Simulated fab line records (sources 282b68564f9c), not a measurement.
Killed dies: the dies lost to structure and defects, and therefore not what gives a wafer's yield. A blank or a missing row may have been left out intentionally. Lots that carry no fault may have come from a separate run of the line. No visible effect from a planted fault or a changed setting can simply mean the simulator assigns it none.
What tool caused it?    flow ritCmos    route of 202 steps, sampled at 1 step: 14 lots, 42 wafers

WHAT THE GAUGES SHOWED, per wafer
The record lacks any reading of a measuring or inspecting step that a usual standard deviation could be used to judge.

WHICH TOOL RAN EACH LOT (tool, then ch and the chambers of the sampled wafers, then the start)
lot   RIT_ACTIVE_HARDBAKE_12
L343  lithoTrack-04 ch 0, day 1 19:55
L344  lithoTrack-02 ch 0, day 2 01:32
L345  lithoTrack-02 ch 0, day 2 05:43
L346  lithoTrack-04 ch 0, day 2 10:58
L347  lithoTrack-01 ch 0, day 2 15:49
L348  lithoTrack-01 ch 0, day 2 22:32
L349  lithoTrack-04 ch 0, day 3 02:23
L354  lithoTrack-02 ch 0, day 4 02:43
L355  lithoTrack-02 ch 0, day 4 09:26
L356  lithoTrack-02 ch 0, day 4 12:34
L357  lithoTrack-04 ch 0, day 4 19:01
L362  lithoTrack-04 ch 0, day 5 20:16
L363  lithoTrack-01 ch 0, day 5 23:35
L365  lithoTrack-01 ch 0, day 6 11:17
- RIT_ACTIVE_HARDBAKE_12: time 60 s.

AS READ BY THE TOOLS THEMSELVES (means over the sampled wafers that have a number; for cases with no such wafer, the mark the record gives instead)
RIT_ACTIVE_HARDBAKE_12.
lot   tool           heaterPowerTotalW (W)  plateTempC (C)
L343  lithoTrack-04  62.57                  140.07
L344  lithoTrack-02  62.54                  139.88
L345  lithoTrack-02  62.52                  140.00
L346  lithoTrack-04  62.55                  139.84
L347  lithoTrack-01  62.61                  140.06
L348  lithoTrack-01  62.53                  140.16
L349  lithoTrack-04  62.57                  140.14
L354  lithoTrack-02  62.54                  139.94
L355  lithoTrack-02  63.98                  142.32
L356  lithoTrack-02  63.97                  142.48
L357  lithoTrack-04  62.57                  140.13
L362  lithoTrack-04  62.55                  140.08
L363  lithoTrack-01  62.54                  140.04
L365  lithoTrack-01  62.55                  139.83

THE ANSWER, worked out from the rows above alone
Rule: what is usual is taken from the lots themselves. Put in order of their means at a reading, lots are off if they are a third of the lots or fewer, leave a main group of 4 or more, and stand apart from it by a gap of 3 or more times the standard deviation of the main group's means; of several such gaps the widest counts. Not used: any main group whose means are identical at the precision the tables above print for the reading. A lot without any number at a reading at which 4 lots or more have one is off too. Where the step has rows for the other lots, those lots are counted as sound. Order of review: gauges by route order, followed by the tools' own readings, for which a lot's mean as printed above is used. The first step at which some lot is off is used, and at that step the reading that is off furthest; a lot without a number counts as furthest.
Off, at RIT_ACTIVE_HARDBAKE_12 on heaterPowerTotalW: L355, L356. Main group: mean 62.55 W, sd 0.023.
A tool fits if, at that step or a process step before it, it ran every lot that is off, and no sound lot after the first of them. One candidate fits, namely lithoTrack-02 at RIT_ACTIVE_HARDBAKE_12. A fault onset in the window from L354 (day 4 02:43, its last sound lot) to L355 (day 4 09:26, its first lot off) fits.
The tool's own readings at RIT_ACTIVE_HARDBAKE_12 bear it out: on the lots that are off they differ by more than 5 times the standard deviation of the sound lots' means. heaterPowerTotalW reads 63.97 W there against 62.55 W on the sound lots; plateTempC reads 142.40 C there against 140.01 C on the sound lots.

WHAT WAS PUT IN BY THE SIMULATOR
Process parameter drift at RIT_ACTIVE_HARDBAKE_12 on lithoTrack-02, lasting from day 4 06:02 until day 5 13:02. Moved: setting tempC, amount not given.
Shown lots that were struck: L355, L356. The rule given above showed the same thing.
